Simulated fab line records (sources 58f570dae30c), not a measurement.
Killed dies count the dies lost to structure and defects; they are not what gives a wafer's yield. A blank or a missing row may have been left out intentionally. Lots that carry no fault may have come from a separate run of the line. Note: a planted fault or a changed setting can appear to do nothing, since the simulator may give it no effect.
fab line records ; flow berkeley-cmos170
record: lots: 7; wafers: 21; last-day: 11
route steps=331 shown ACTIVE@63
lots that met no fault: taken from a fault-free run of the same line
start-h: start of the lot's first displayed wafer, in hours after the record's first day ; wait-h: time in hours since the lot's previous step ; " the same as in the row above ; L1.1+2: a row that stands for several wafers ; - value missing, or start not given ; * or withheld: withheld ; < > ~ a bound
route shown NAME@n: names a module that has steps shown in the file, with the first one's number in the route ; usual: average and standard deviation across the fault-free wafers ; same: alike in all rows ; chamber/n: place in a boat ; sites: each site's reading ; _std_site: standard deviation of those values ; _edge_site: mean of outer sites minus mean of inner sites ; radius-mm: how far each site lies from the wafer's centre ; mask NAME#n: copy n ; behind: the last tool/chamber to shape the wafer ; hold: reason for holding the lot/hours on hold/outcome of the hold ; device: the n, p or np transistor that did not switch ; end of line: at the end of the route, the tests of the same wafers ; for a step that has no rows: nothing shown but its recipe ; killed: count of dies lost to structure and defects at first sort (not the wafer's yield) ; map: dies across one wafer; x = killed, . = not, _ = none there
set.NAME: the run value of the setting; set.NAME@STEP: its run value at that earlier step ; model.NAME: the simulator's own value behind a step, which no gauge read
lots at some steps of the route; a table a step, a row a wafer
services: when a tool's chamber went out of use (start-h, in hours from the record's first day, below 0 if earlier), for how many hours, and the reason
== steps ==
step: UCB170_ACTIVE_THK_MEAS_03
recipe: reads: SiO2_of_ACTIVE_OXIDATION_02
usual: ACTIVE_OXIDE_THK: 26.5/0.51
lot.wafer;tool;chamber;start-h;wait-h;ACTIVE_OXIDE_THK[nm]
L800.1;film-metro-04;-;87.79;0.0;27.2
L800.2;film-metro-04;-;87.79;0.0;26.7
L800.6;film-metro-04;-;87.79;0.0;26.8
L802.3;film-metro-03;-;93.66;0.0;26.2
L802.5;film-metro-03;-;93.66;0.0;26.1
L802.6;film-metro-03;-;93.66;0.0;26.4
L817.1;film-metro-03;-;166.09;0.0;26.5
L817.3;film-metro-03;-;166.09;0.0;26.6
L817.6;film-metro-03;-;166.09;0.0;26.4
L816.2;film-metro-02;-;166.10;0.0;26.1
L816.3;film-metro-02;-;166.10;0.0;26.2
L816.6;film-metro-02;-;166.10;0.0;25.6
L818.1;film-metro-02;-;170.44;0.0;25.6
L818.3;film-metro-02;-;170.44;0.0;25.3
L818.5;film-metro-02;-;170.44;0.0;25.6
L819.1;film-metro-02;-;175.42;0.0;25.8
L819.2;film-metro-02;-;175.42;0.0;25.6
L819.5;film-metro-02;-;175.42;0.0;25.8
L820.3;film-metro-04;-;175.44;0.0;25.8
L820.4;film-metro-04;-;175.44;0.0;25.7
L820.6;film-metro-04;-;175.44;0.0;26.0
step: UCB170_ACTIVE_ANNEAL_04
recipe: temp-c: 1000; time-s: 900; ambient: N2
step: UCB170_ACTIVE_CVD_05
recipe: material: Si3N4; target-thk-nm: 220; temp-c: 800; precursor: SiH2Cl2/NH3; time-s: 3300; pressure-mtorr: 200; sih2cl2-flow-sccm: 25; nh3-flow-sccm: 75
step: UCB170_ACTIVE_THK_MEAS_06
recipe: reads: Si3N4_of_ACTIVE_CVD_05
usual: ACTIVE_NITRIDE_THK: 220.8/2
lot.wafer;tool;chamber;start-h;wait-h;ACTIVE_NITRIDE_THK[nm]
L800.1;film-metro-04;-;92.83;0.0;216.6
L800.2;film-metro-04;-;92.83;0.0;218.6
L800.6;film-metro-04;-;92.83;0.0;218.9
L802.3;film-metro-02;-;98.49;0.0;220.6
L802.5;film-metro-02;-;98.49;0.0;221.0
L802.6;film-metro-02;-;98.49;0.0;219.4
L817.1;film-metro-02;-;172.99;0.0;220.7
L817.3;film-metro-02;-;172.99;0.0;221.4
L817.6;film-metro-02;-;172.99;0.0;220.8
L816.2;film-metro-04;-;173.00;0.0;219.2
L816.3;film-metro-04;-;173.00;0.0;220.6
L816.6;film-metro-04;-;173.00;0.0;220.8
L818.1;film-metro-03;-;178.59;0.0;218.6
L818.3;film-metro-03;-;178.59;0.0;218.2
L818.5;film-metro-03;-;178.59;0.0;219.5
L819.1;film-metro-04;-;182.42;0.0;223.4
L819.2;film-metro-04;-;182.42;0.0;223.7
L819.5;film-metro-04;-;182.42;0.0;222.1
L820.3;film-metro-03;-;182.44;0.0;220.7
L820.4;film-metro-03;-;182.44;0.0;220.0
L820.6;film-metro-03;-;182.44;0.0;219.9
step: UCB170_ACTIVE_HMDS_07
recipe: prime-time-s: 60; prime-temp-c: 100
step: UCB170_ACTIVE_COAT_08
recipe: resist: KrF; spin-rpm: 1500; resist-thk-nm: 900
step: UCB170_ACTIVE_SOFTBAKE_09
recipe: resist: KrF; temp-c: 130; time-s: 60.94
usual: plate-sensor-t-centre-C: 131.41/0.01; plate-sensor-t-edge-C: 131.53/0.01; softbake-temp-c: 130.01/0.14
same: time-s: 60.94
lot.wafer;tool;chamber;start-h;wait-h;plate-sensor-t-centre-C;plate-sensor-t-edge-C;softbake-temp-c
L800.1;litho-track-02;0;93.23;0.1;131.42;131.53;129.79
L800.2;litho-track-02;0;93.23;0.1;131.41;131.53;130.11
L800.6;litho-track-02;0;93.23;0.1;131.42;131.53;129.97
L802.3;litho-track-02;0;99.14;0.1;131.42;131.54;130.25
L802.5;litho-track-02;0;99.14;0.1;131.41;131.53;130.02
L802.6;litho-track-02;0;99.14;0.1;131.42;131.54;130.02
L816.2;litho-track-04;0;173.42;0.1;131.4;131.54;130.11
L816.3;litho-track-04;0;173.42;0.1;131.41;131.52;129.99
L816.6;litho-track-04;0;173.42;0.1;131.41;131.54;129.86
L817.1;litho-track-04;0;173.85;0.1;131.4;131.53;129.82
L817.3;litho-track-04;0;173.85;0.1;131.42;131.52;129.96
L817.6;litho-track-04;0;173.85;0.1;131.4;131.53;129.94
L818.1;litho-track-04;0;179.27;0.1;131.4;131.54;129.87
L818.3;litho-track-04;0;179.27;0.1;131.41;131.53;130.06
L818.5;litho-track-04;0;179.27;0.1;131.42;131.52;129.94
L820.3;litho-track-02;0;183.08;0.1;131.41;131.52;130.02
L820.4;litho-track-02;0;183.08;0.1;131.42;131.54;129.92
L820.6;litho-track-02;0;183.08;0.1;131.4;131.53;130.04
L819.1;litho-track-04;0;183.29;0.1;131.4;131.55;129.84
L819.2;litho-track-04;0;183.29;0.1;131.4;131.54;130.03
L819.5;litho-track-04;0;183.29;0.1;131.41;131.54;129.94
step: UCB170_ACTIVE_EXPOSE_10
recipe: mask-id: ACTIVE; target-cd-nm: 1200; na: 0.5; sigma-outer: 0.6; source-shape: conventional; dose-mj: 20
step: UCB170_ACTIVE_PEB_11
recipe: peb-temp-c: 130; peb-time-s: withheld; resist: KrF
step: UCB170_ACTIVE_DEVELOP_12
recipe: developer: TMAH; develop-time-s: 45; resist: KrF; dev-temp-c: 21
step: UCB170_ACTIVE_CD_MEAS_13
recipe: target-cd-nm: 1200
usual: cd-nm: 1199.8/1.4
lot.wafer;tool;chamber;start-h;wait-h;cd-nm
L800.1;cd-sem-02;-;93.89;-;1199.4
L800.2;cd-sem-02;-;93.89;-;1198.9
L800.6;cd-sem-02;-;93.89;-;1198.7
L802.3;cd-sem-02;-;100.28;-;1199.9
L802.5;cd-sem-02;-;100.28;-;1199.2
L802.6;cd-sem-02;-;100.28;-;1199.5
L816.2;cd-sem-01;-;174.81;-;1199.2
L816.3;cd-sem-01;-;174.81;-;1200.1
L816.6;cd-sem-01;-;174.81;-;1200.6
L817.1;cd-sem-02;-;174.83;-;1199.7
L817.3;cd-sem-02;-;174.83;-;1200.0
L817.6;cd-sem-02;-;174.83;-;1199.4
L818.1;cd-sem-02;-;179.93;-;1199.7
L818.3;cd-sem-02;-;179.93;-;1198.3
L818.5;cd-sem-02;-;179.93;-;1198.9
L820.3;cd-sem-01;-;184.03;-;1199.4
L820.4;cd-sem-01;-;184.03;-;1199.1
L820.6;cd-sem-01;-;184.03;-;1199.7
L819.1;cd-sem-02;-;184.13;-;1200.5
L819.2;cd-sem-02;-;184.13;-;1200.4
L819.5;cd-sem-02;-;184.13;-;1200.6
step: UCB170_ACTIVE_OVL_MEAS_14
usual: ACTIVE_OVL: 2/5.3
lot.wafer;tool;chamber;start-h;wait-h;ACTIVE_OVL[nm]
L800.1;overlay-02;-;94.01;0.1;10
L800.2;overlay-02;-;94.01;0.1;0
L800.6;overlay-02;-;94.01;0.1;2
L802.3;overlay-02;-;100.38;0.1;2
L802.5;overlay-02;-;100.38;0.1;-3
L802.6;overlay-02;-;100.38;0.1;2
L816.2;overlay-01;-;174.92;0.1;-2
L816.3;overlay-01;-;174.92;0.1;-1
L816.6;overlay-01;-;174.92;0.1;2
L817.1;overlay-02;-;174.95;0.1;2
L817.3;overlay-02;-;174.95;0.1;0
L817.6;overlay-02;-;174.95;0.1;11
L818.1;overlay-01;-;180.05;0.1;3
L818.3;overlay-01;-;180.05;0.1;3
L818.5;overlay-01;-;180.05;0.1;7
L820.3;overlay-01;-;184.12;0.1;2
L820.4;overlay-01;-;184.12;0.1;0
L820.6;overlay-01;-;184.12;0.1;-2
L819.1;overlay-02;-;184.25;0.1;-2
L819.2;overlay-02;-;184.25;0.1;-2
L819.5;overlay-02;-;184.25;0.1;-6
step: UCB170_ACTIVE_ETCH_15
recipe: chemistry: CH3F/Ar/O2; target: Si3N4; stop-on: SiO2; CH3F_flow_sccm: 20; Ar_flow_sccm: 50; O2_flow_sccm: 7; pressure-mtorr: 50; rf-w: 450; target-depth-a: 2420; over-etch-frac: 0.1; time-s: 151
usual: CH3F_flow_sccm: 20.00/0.06; O2_flow_sccm: 6.996/0.02; chamber-pressure-mTorr: 50.01/0.046; drypump-motor-current-A: 5.6/0.4; oes-product-au: 0.943/0.016; over-etch-frac: 0.1/0; throttle-valve-pct: 8.10/0.11; time-s: 151/0
lot.wafer;tool;chamber;start-h;wait-h;CH3F_flow_sccm;O2_flow_sccm;chamber-pressure-mTorr;drypump-motor-current-A;oes-product-au;over-etch-frac;rf-hours-counter-h;throttle-valve-pct;time-s;model.KrF_of_ACTIVE_COAT_08.thk-nm;model.SiO2_of_ACTIVE_OXIDATION_02.thk-nm
L800.1;rie-diel-03;1;94.05;0.0;20.00;6.976;50.07;5.6;0.897;0.1;125;8.08;151;720.2;23.54
L800.2;rie-diel-03;0;94.05;0.0;19.98;7.030;50.07;6.0;0.933;0.1;109;8.14;151;720.7;23.07
L800.6;rie-diel-03;0;94.05;0.0;19.86;7.019;49.99;6.1;0.945;0.1;-;8.16;151;720.9;23.09
L802.3;rie-diel-01;3;100.40;0.0;20.00;6.975;49.98;6.0;0.953;0.1;38;8.00;151;727.2;22.53
L802.5;rie-diel-01;0;100.40;0.0;20.01;7.013;50.02;5.6;0.928;0.1;-;7.87;151;726.9;22.19
L802.6;rie-diel-01;1;100.40;0.0;19.92;6.945;49.98;5.7;0.953;0.1;-;8.03;151;729;22.85
L816.2;rie-diel-01;3;174.95;0.0;-;-;-;-;-;-;-;-;-;881.2;26.01
L816.3;rie-diel-01;0;174.95;0.0;-;-;-;-;-;-;-;-;-;881.4;26.19
L816.6;rie-diel-01;1;174.95;0.0;-;-;-;-;-;-;-;-;-;884.7;25.66
L817.1;rie-diel-04;1;174.98;0.0;-;-;-;-;-;-;-;-;-;882.7;26.49
L817.3;rie-diel-04;0;174.98;0.0;-;-;-;-;-;-;-;-;-;884.1;26.62
L817.6;rie-diel-04;0;174.98;0.0;-;-;-;-;-;-;-;-;-;884.8;26.37
L818.1;rie-diel-04;0;180.08;0.0;-;-;-;-;-;-;-;-;-;881.7;25.56
L818.3;rie-diel-04;3;180.08;0.0;-;-;-;-;-;-;-;-;-;881.2;25.36
L818.5;rie-diel-04;1;180.08;0.0;-;-;-;-;-;-;-;-;-;884.6;25.6
L820.3;rie-diel-01;0;184.14;0.0;20.04;6.985;50.07;5.6;0.929;0.1;126;7.87;151;718.4;21.86
L820.4;rie-diel-01;1;184.14;0.0;20.12;7.005;49.96;5.8;0.963;0.1;8;8.04;151;723.6;22.15
L820.6;rie-diel-01;3;184.14;0.0;19.96;7.000;49.94;5.9;0.952;0.1;-;8.02;151;721.6;22.26
L819.1;rie-diel-04;1;184.28;0.0;20.00;7.000;49.95;5.1;0.958;0.1;3;8.29;151;725.3;22.03
L819.2;rie-diel-04;3;184.28;0.0;19.96;6.969;50.05;5.2;0.962;0.1;34;8.00;151;721.1;21.85
L819.5;rie-diel-04;0;184.28;0.0;19.98;6.998;49.97;5.1;0.946;0.1;-;8.11;151;722.7;22.08
step: UCB170_ACTIVE_STRIP_16
recipe: chemistry: O2; power-w: 400; pressure-mtorr: 3500; platen-temp-c: withheld; o2-flow-sccm: 400; overash-fraction: 0.5
usual: chamber-pressure-mTorr: 3500/3.1; drypump-motor-current-A: 5.5/0.45; oes-product-au: 0.721/0.0048; strip-time-to-endpoint-s: 18.04/0.072
lot.wafer;tool;chamber;start-h;wait-h;chamber-pressure-mTorr;drypump-motor-current-A;oes-product-au;rf-hours-counter-h;strip-time-to-endpoint-s
L800.1;plasma-asher-01;0;94.15;0.1;3499;5.5;0.712;38;17.98
L800.2;plasma-asher-01;1;94.15;0.1;3503;4.8;0.722;38;17.97
L800.6;plasma-asher-01;1;94.15;0.1;3503;4.8;0.723;-;18.00
L802.3;plasma-asher-03;1;100.53;0.1;3502;5.2;0.722;-;18.16
L802.5;plasma-asher-03;1;100.53;0.1;3496;5.1;0.721;-;18.15
L802.6;plasma-asher-03;0;100.53;0.1;3500;6.3;0.722;-;18.18
L816.2;plasma-asher-01;0;175.05;0.1;3499;5.5;0.732;43;21.51
L816.3;plasma-asher-01;1;175.05;0.1;3502;4.8;0.735;-;21.54
L816.6;plasma-asher-01;0;175.05;0.1;3504;5.5;0.736;-;21.59
L817.1;plasma-asher-04;0;175.09;0.1;3499;5.3;0.728;8;21.55
L817.3;plasma-asher-04;1;175.09;0.1;3501;5.7;0.728;-;21.58
L817.6;plasma-asher-04;0;175.09;0.1;3497;5.3;0.731;-;21.59
L818.1;plasma-asher-01;1;180.18;0.1;3494;4.8;0.729;44;21.54
L818.3;plasma-asher-01;1;180.18;0.1;3500;4.8;0.737;-;21.52
L818.5;plasma-asher-01;0;180.18;0.1;3496;5.5;0.723;-;21.61
L820.3;plasma-asher-04;0;184.28;0.1;3498;5.3;0.718;-;17.94
L820.4;plasma-asher-04;1;184.28;0.1;3504;5.7;0.720;-;18.06
L820.6;plasma-asher-04;0;184.28;0.1;3498;5.3;0.724;-;18.01
L819.1;plasma-asher-03;0;184.39;0.1;3496;6.3;0.715;41;18.11
L819.2;plasma-asher-03;1;184.39;0.1;3501;5.2;0.723;41;18.01
L819.5;plasma-asher-03;0;184.39;0.1;3504;6.3;0.714;-;18.05
step: UCB170_ACTIVE_CD_MEAS_90
recipe: target-cd-nm: 1200
usual: cd-nm: 1199.8/1.4
lot.wafer;tool;chamber;start-h;wait-h;cd-nm
L800.1;cd-sem-02;-;94.29;0.1;1199.8
L800.2;cd-sem-02;-;94.29;0.1;1199.3
L800.6;cd-sem-02;-;94.29;0.1;1198.9
L802.3;cd-sem-01;-;100.64;0.1;1199.9
L802.5;cd-sem-01;-;100.64;0.1;1199.1
L802.6;cd-sem-01;-;100.64;0.1;1199.4
L816.2;cd-sem-01;-;175.17;0.1;-
L816.3;cd-sem-01;-;175.17;0.1;-
L816.6;cd-sem-01;-;175.17;0.1;-
L817.1;cd-sem-02;-;175.19;0.1;-
L817.3;cd-sem-02;-;175.19;0.1;-
L817.6;cd-sem-02;-;175.19;0.1;-
L818.1;cd-sem-01;-;180.32;0.1;-
L818.3;cd-sem-01;-;180.32;0.1;-
L818.5;cd-sem-01;-;180.32;0.1;-
L820.3;cd-sem-02;-;184.38;0.1;1199.3
L820.4;cd-sem-02;-;184.38;0.1;1199.3
L820.6;cd-sem-02;-;184.38;0.1;1199.7
L819.1;cd-sem-02;-;184.49;0.1;1201.0
L819.2;cd-sem-02;-;184.49;0.1;1200.9
L819.5;cd-sem-02;-;184.49;0.1;1200.9
step: UCB170_ACTIVE_CLEAN_17
recipe: chemistry: SPM; temp-c: 120; time-s: 600
== services ==
tool;chamber;start-h;hours;kind
plasma-asher-01;-;100.47;28.1;pm
rie-diel-04;1;101.14;-;clean
rie-diel-04;1;101.14;20.2;scheduled-down
rie-diel-04;1;101.14;20.2;vent-cycle
plasma-asher-04;-;106.81;3.8;repair
plasma-asher-04;-;110.62;9.0;pm
plasma-asher-04;0;110.62;9.0;vent-cycle
plasma-asher-04;1;110.62;9.0;vent-cycle
rie-diel-04;0;118.22;2.3;repair
plasma-asher-04;0;119.62;-;clean
plasma-asher-04;1;119.62;-;clean
rie-diel-03;2;125.00;7.5;repair
rie-diel-01;-;139.84;1.0;repair
plasma-asher-01;-;146.76;3.8;repair
plasma-asher-03;-;149.72;6.0;repair
plasma-asher-01;-;164.80;3.3;repair
rie-diel-03;3;169.67;10.1;repair
rie-diel-03;3;180.94;9.5;repair
== key ==
first-sign: step: UCB170_ACTIVE_ETCH_15; reading: tool-record; direction: missing
effect: step: UCB170_ACTIVE_STRIP_16; reading: strip-time-to-endpoint-s; direction: up; sigmas: 49; usual: *; struck: *
effect: step: UCB170_ACTIVE_CD_MEAS_90; reading: cd-nm; direction: missing
model-effect: step: UCB170_ACTIVE_ETCH_15; value: KrF_of_ACTIVE_COAT_08.thk-nm; without: 722.2; struck: 882.9
met-at UCB170_ACTIVE_ETCH_15
struck-wafers L816.2,L816.3,L816.6,L817.1,L817.3,L817.6,L818.1,L818.3,L818.5
later-rows-left-out L816.2,L816.3,L816.6,L817.1,L817.3,L817.6,L818.1,L818.3,L818.5
sort-left-out L816.2,L816.3,L816.6,L817.1,L817.3,L817.6,L818.1,L818.3,L818.5
tester-left-out L816,L817,L818
onset-between 100.40 174.95
fault: kind: skipped-step-whole; tool: rie-diel-01,rie-diel-04; chamber: -; onset-h: 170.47; steps: UCB170_ACTIVE_ETCH_15; scope: struck-lots-only
tester-left-out: of these lots the tester's yield and bins aren't shown, on N5 and GAA mostly nor the transistor test; their killed dies are dies lost to structure and defects alone, not to doping, threshold or leakage, so they don't give the yield
sort-left-out: the simulated sort isn't trusted on such a fault, so these wafers' sort isn't shown, and their yield isn't known
later-rows-left-out: the simulator's readings of these wafers behind a module that went badly wrong aren't trusted and aren't shown, but for the sort
